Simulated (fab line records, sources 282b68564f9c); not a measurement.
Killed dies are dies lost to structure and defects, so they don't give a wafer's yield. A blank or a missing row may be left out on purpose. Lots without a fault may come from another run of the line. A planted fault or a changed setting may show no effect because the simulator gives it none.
fab line records | flow rit_cmos | part 2 of 2: steps 36 to 47 of 47
record lots=5 wafers=15 last_day=7
route steps=202 shown GATE@89 REOX@98 NLDD@103 PLDD@114 SPACER@125 NSD@131
lots that met no fault: from a run of the same line without faults
start_h: hours from the record's first day to the start of the lot's first wafer shown | wait_h: hours since the lot's step before | " the same as in the row above | L1.1+2: a row that stands for several wafers | - no value, or no start given | * or withheld: withheld | < > ~ a bound
route shown NAME@n: a module of which the file shows steps, and the number in the route of the first | usual: mean/standard deviation of fault-free wafers | same: alike in all rows | chamber/n: place in a boat | sites: the reading at each site | _std_site: their standard deviation | _edge_site: outer sites' mean less inner sites' | radius_mm: how far each site lies from the wafer's centre | mask NAME#n: copy n | behind: the tool/chamber that last shaped the wafer | hold: why the lot was held/for how many hours/how that ended | device: the transistor (n, p or np) that didn't switch | end of line: the same wafers' tests at the end of the route | a step without rows: its recipe alone | killed: dies lost to structure and defects at the first sort, not the wafer's yield | map: a wafer's dies, x killed, . not, _ none there
set.NAME: the setting as run; set.NAME@STEP: as run at that earlier step | model.NAME: the simulator's own value behind a step, which no gauge read
lots at some steps of the route; a table a step, a row a wafer
services: from which hour (start_h, from the record's first day; less than 0 if before it) a tool's chamber was out of use, for how many hours, and why
## steps
# step RIT_PLDD_TW_MEAS_10
# usual PLDD_TW=2332/21
# columns lot.wafer tool chamber start_h wait_h PLDD_TW
L074.1 film_metro-03 - 44.04 0.1 2325
L074.2 " - " " 2317
L074.3 " - " " 2321
L085.2 film_metro-04 - 98.74 0.1 2334
L085.5 " - " " 2346
L085.6 " - " " 2342
L093.1 film_metro-02 - 142.11 0.1 2316
L093.2 " - " " 2299
L093.4 " - " " 2311
L096.3 film_metro-02 - 152.73 0.1 2306
L096.5 " - " " 2318
L096.6 " - " " 2316
L097.1 film_metro-03 - 159.35 0.1 2320
L097.2 " - " " 2324
L097.3 " - " " 2305
# step RIT_SPACER_CLEAN_00
# recipe chemistry=SC1 mix=3:3:50 time_s=600 temp_c=75
# usual temp_c=74.99/0.11
# columns lot.wafer tool chamber start_h wait_h temp_c
L074.1 wet_bench-01 0 44.10 0.1 75.12
L074.2 " 0 " " 74.88
L074.3 " 0 " " 74.92
L085.2 wet_bench-02 3 98.79 0.0 74.96
L085.5 " 3 " " 74.80
L085.6 " 3 " " 75.01
L093.1 wet_bench-03 1 142.17 0.1 74.89
L093.2 " 1 " " 74.94
L093.4 " 1 " " 75.08
L096.3 wet_bench-03 1 152.77 0.0 74.94
L096.5 " 1 " " 74.93
L096.6 " 1 " " 74.96
L097.1 wet_bench-02 0 159.41 0.1 74.91
L097.2 " 0 " " 74.99
L097.3 " 0 " " 74.86
# step RIT_SPACER_CLEAN_01
# recipe chemistry=dHF dilution=50:1 time_s=30
# columns lot.wafer tool chamber start_h wait_h
L074.1+2+3 wet_bench-02 2 44.28 0.0
L085.2+5+6 wet_bench-01 2 98.98 0.0
L093.1+2+4 wet_bench-02 0 142.36 0.0
L096.3+5+6 wet_bench-02 3 152.95 0.0
L097.1+2+3 wet_bench-03 2 159.59 0.0
# step RIT_SPACER_CLEAN_02
# recipe chemistry=SC2 mix=3:3:50 time_s=600 temp_c=75 dry=n2_spin
# usual temp_c=74.97/0.12
# columns lot.wafer tool chamber start_h wait_h temp_c
L074.1 wet_bench-03 1 44.30 0.0 74.99
L074.2 " 1 " " 74.89
L074.3 " 1 " " 75.12
L085.2 wet_bench-03 0 99.00 0.0 75.10
L085.5 " 0 " " 75.17
L085.6 " 0 " " 75.03
L093.1 wet_bench-01 1 142.38 0.0 74.86
L093.2 " 1 " " 74.81
L093.4 " 1 " " 74.84
L096.3 wet_bench-01 1 152.96 0.0 74.85
L096.5 " 1 " " 74.93
L096.6 " 1 " " 75.00
L097.1 wet_bench-01 2 159.61 0.0 74.72
L097.2 " 2 " " 74.87
L097.3 " 2 " " 74.90
# step RIT_SPACER_CVD_03
# recipe material=Si3N4 target_thk_nm=250 temp_c=810 precursor=SiH2Cl2/NH3 time_s=3300 pressure_mtorr=300 sih2cl2_flow_sccm=60 nh3_flow_sccm=150
# usual spike_tc_centre_C=811.8/1.1 zone_power_centre_pct=38/5.3
# columns lot.wafer tool chamber start_h wait_h spike_tc_centre_C zone_power_centre_pct
L074.1 lpcvd-01 0 44.47 0.0 811.1 47
L074.2 " 0 " " 810.8 46
L074.3 " 0 " " 811.5 46
L085.2 lpcvd-02 1 99.17 0.0 812.2 32
L085.5 " 1 " " 813.3 32
L085.6 " 1 " " 811.3 31
L093.1 lpcvd-02 0 143.53 0.9 812.0 35
L093.2 " 0 " " 810.3 36
L093.4 " 0 " " 809.9 35
L096.3 lpcvd-01 1 153.53 0.4 812.0 37
L096.5 " 1 " " 812.9 38
L096.6 " 1 " " 813.4 37
L097.1 lpcvd-01 0 159.78 0.0 811.4 47
L097.2 " 0 " " 811.1 47
L097.3 " 0 " " 812.9 47
# step RIT_SPACER_THK_MEAS_04
# recipe reads=Si3N4_of_SPACER_CVD_03
# usual SPACER_NITRIDE_THK=249.8/1.9
# columns lot.wafer tool chamber start_h wait_h SPACER_NITRIDE_THK[nm]
L074.1 film_metro-03 - 46.39 0.0 247.8
L074.2 " - " " 248.9
L074.3 " - " " 247.6
L085.2 film_metro-03 - 101.10 0.0 248.6
L085.5 " - " " 249.5
L085.6 " - " " 251.1
L093.1 film_metro-02 - 145.45 0.0 247.5
L093.2 " - " " 248.8
L093.4 " - " " 247.4
L096.3 film_metro-01 - 155.47 0.0 253.1
L096.5 " - " " 252.0
L096.6 " - " " 251.5
L097.1 film_metro-03 - 161.70 0.0 251.5
L097.2 " - " " 251.1
L097.3 " - " " 250.0
# step RIT_SPACER_ETCHBACK_05
# recipe target_depth_a=2500 SF6_flow_sccm=30 CHF3_flow_sccm=30 target=Si3N4 chemistry=SF6/CHF3 pressure_mtorr=40 rf_w=250 time_s=240 stop_on=SiO2
# usual SF6_flow_sccm=29.99/0.086 drypump_motor_current_A=5.5/0.36 oes_product_au=0.843/0.015 throttle_valve_pct=10.26/0.18
# columns lot.wafer tool chamber start_h wait_h SF6_flow_sccm drypump_motor_current_A oes_product_au rf_hours_counter_h throttle_valve_pct
L074.1 rie_diel-02 1 46.45 0.1 30.07 5.3 0.839 4 10.48
L074.2 " 2 " " 30.07 4.9 0.819 33 10.21
L074.3 " 3 " " 30.00 5.5 0.846 86 10.10
L085.2 rie_diel-02 0 101.15 0.0 29.98 5.8 0.834 110 10.33
L085.5 " 1 " " 29.95 5.3 0.842 - 10.46
L085.6 " 2 " " 29.83 4.9 0.822 - 10.22
L093.1 rie_diel-02 0 145.51 0.1 30.11 5.8 0.842 111 10.33
L093.2 " 2 " " 29.95 4.9 0.823 35 10.19
L093.4 " 1 " " 30.07 5.3 0.843 6 10.46
L096.3 rie_diel-02 1 155.51 0.0 30.16 5.3 0.864 6 10.48
L096.5 " 0 " " 30.10 5.8 0.849 - 10.33
L096.6 " 1 " " 30.13 5.3 0.856 - 10.48
L097.1 rie_diel-02 0 161.76 0.1 30.08 5.8 0.856 111 10.34
L097.2 " 1 " " 29.94 5.3 0.848 6 10.47
L097.3 " 3 " " 29.87 5.5 0.854 88 10.10
# step RIT_NSD_HMDS_00
# recipe prime_time_s=60 prime_temp_c=140
# columns lot.wafer tool chamber start_h wait_h
L074.1+2+3 litho_track-04 0 46.64 0.1
L085.2+5+6 litho_track-03 0 101.32 0.1
L093.1+2+4 litho_track-04 0 145.66 0.1
L096.3+5+6 litho_track-02 0 155.71 0.1
L097.1+2+3 litho_track-04 0 161.91 0.1
# step RIT_NSD_COAT_01
# recipe resist=NOVOLAK spin_rpm=3250 resist_thk_nm=1000
# columns lot.wafer tool chamber start_h wait_h
L074.1+2+3 litho_track-04 0 46.79 0.1
L085.2+5+6 litho_track-03 0 101.47 0.1
L093.1+2+4 litho_track-04 0 145.81 0.1
L096.3+5+6 litho_track-02 0 155.86 0.1
L097.1+2+3 litho_track-04 0 162.06 0.1
# step RIT_NSD_SOFTBAKE_02
# recipe resist=NOVOLAK temp_c=90 time_s=60
# columns lot.wafer tool chamber start_h wait_h
L074.1+2+3 litho_track-04 0 46.94 0.1
L085.2+5+6 litho_track-03 0 101.62 0.1
L093.1+2+4 litho_track-04 0 145.96 0.1
L096.3+5+6 litho_track-02 0 156.01 0.1
L097.1+2+3 litho_track-04 0 162.21 0.1
# step RIT_NSD_EXPOSE_03
# recipe mask_id=M9 na=0.57 target_cd_nm=40700 dose_mj=250
# columns lot.wafer tool chamber start_h wait_h mask
L074.1+2+3 iline_stepper-01 0 47.22 0.2 M9#0
L085.2+5+6 iline_stepper-01 0 101.77 0.1 M9#0
L093.1+2+4 iline_stepper-01 0 146.24 0.2 M9#0
L096.3+5+6 iline_stepper-02 0 156.27 0.2 M9#0
L097.1+2+3 iline_stepper-02 0 162.36 0.1 M9#0
# step RIT_NSD_PEB_04
# recipe resist=NOVOLAK temp_c=withheld time_s=withheld
# columns lot.wafer tool chamber start_h wait_h
L074.1+2+3 litho_track-04 0 47.33 0.1
L085.2+5+6 litho_track-04 0 101.89 0.1
L093.1+2+4 litho_track-04 0 146.36 0.1
L096.3+5+6 litho_track-04 0 156.49 0.2
L097.1+2+3 litho_track-04 0 162.47 0.1
## services
# columns tool chamber start_h hours kind
iline_stepper-01 - 18.87 1.3 repair
plasma_asher-02 - 19.21 2.5 repair
plasma_asher-03 - 21.76 15.6 pm
implanter-01 - 23.32 48.9 repair
implanter-01 - 28.71 2.7 repair
wet_bench-01 - 33.19 4.4 pm
rie_diel-02 2 34.72 10.8 repair
implanter-01 - 37.76 1.9 repair
lpcvd-02 - 47.31 14.6 pm
plasma_asher-04 - 52.02 1.9 repair
iline_stepper-02 - 63.14 1.7 pm
wet_bench-02 - 69.68 2.6 repair
iline_stepper-01 - 72.65 4.4 pm
wet_bench-01 - 81.45 1.6 repair
rie_si-01 3 89.50 4.9 repair
rie_si-01 0 94.70 4.2 repair
implanter-02 - 98.49 0.9 repair
implanter-02 - 109.12 0.7 repair
plasma_asher-02 - 109.32 2.8 pm
iline_stepper-02 - 123.64 2.7 repair
rie_si-01 0 125.31 16.7 repair
implanter-01 - 132.63 5.5 pm
iline_stepper-02 - 145.81 4.9 repair
implanter-02 - 153.75 4.6 repair
